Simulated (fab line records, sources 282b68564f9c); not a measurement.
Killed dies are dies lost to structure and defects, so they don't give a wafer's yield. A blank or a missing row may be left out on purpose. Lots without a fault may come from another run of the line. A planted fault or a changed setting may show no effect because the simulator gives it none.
Problem report in the 8D (eight disciplines) form, filled by code | flow rit_cmos | the parts of the form that need people (team, actions taken, sign-off) are left out

1. THE PROBLEM
tilt_deg at RIT_NWELL_IMPLANT_08 reads a mean of 8.275 degrees on 6 wafers of 2 lots; wafers without a fault read 7.006 degrees with a standard deviation of 0.018. That is +71 standard deviations from the usual mean.
First seen on wafer L439.1, day 4 14:43, on implanter-04. The record holds 42 wafers of 14 lots with a number at this step. Rule for "out", or "out of limits": more than 4 standard deviations from the usual mean. The other wafers with a number count as sound.

2. WHAT IT IS AND WHAT IT IS NOT
question                    | is                     | is not
which readings at this step | tilt_deg               | -
which lots                  | L439, L440             | L427, L428, L429, L430, L431, L432, L435, L436, L442, L443, L445, L449
which wafers of those lots  | all that have a number | -
read on which tools         | implanter-04           | implanter-01, implanter-03
when                        | from day 4 14:43       | up to then (24 sound wafers); but 12 sound wafers of L442, L443, L445, L449 came after

3. SUSPECTS, AND WHAT RULES EACH OUT
Counting: a tool at a process step up to the reading stays a suspect if it ran every lot that is out and no sound lot after the first of them.
- implanter-04 at RIT_NWELL_IMPLANT_08: kept. It ran every lot that is out, first L439 (day 4 14:43), and no sound lot after that; its last sound lot up to then is L436 (day 4 02:53). Its own readings are out on those wafers: tilt_deg.
Left after counting: implanter-04 at RIT_NWELL_IMPLANT_08.

4. THE CAUSE (what the simulator had put in)
Process parameter drift: implanter-04, from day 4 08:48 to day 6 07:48, at RIT_NWELL_IMPLANT_08. Setting tilt_deg, moved by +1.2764, from 7. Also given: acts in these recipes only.
Counting left only this tool.

5. THE CHAIN OF EFFECTS, in route order
Each row: a reading whose mean over the struck wafers that have a number lies more than 3 standard deviations from the usual. Only readings for which the record gives a usual standard deviation are gone through. hours: the time from each lot's start at the first step in this table that gives one to its start at this step, as a median over the lots. sigmas: the change in usual standard deviations.
hours | step                 | reading  | usual         | on struck wafers | change | sigmas
0     | RIT_NWELL_IMPLANT_08 | tilt_deg | 7.006 degrees | 8.275            | +1.269 | +71
The process steps in it:
- RIT_NWELL_IMPLANT_08

6. WHAT WOULD HAVE CAUGHT IT SOONER
In this record the first reading out of limits was taken at day 4 14:43, 6 hours after the fault began at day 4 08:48.
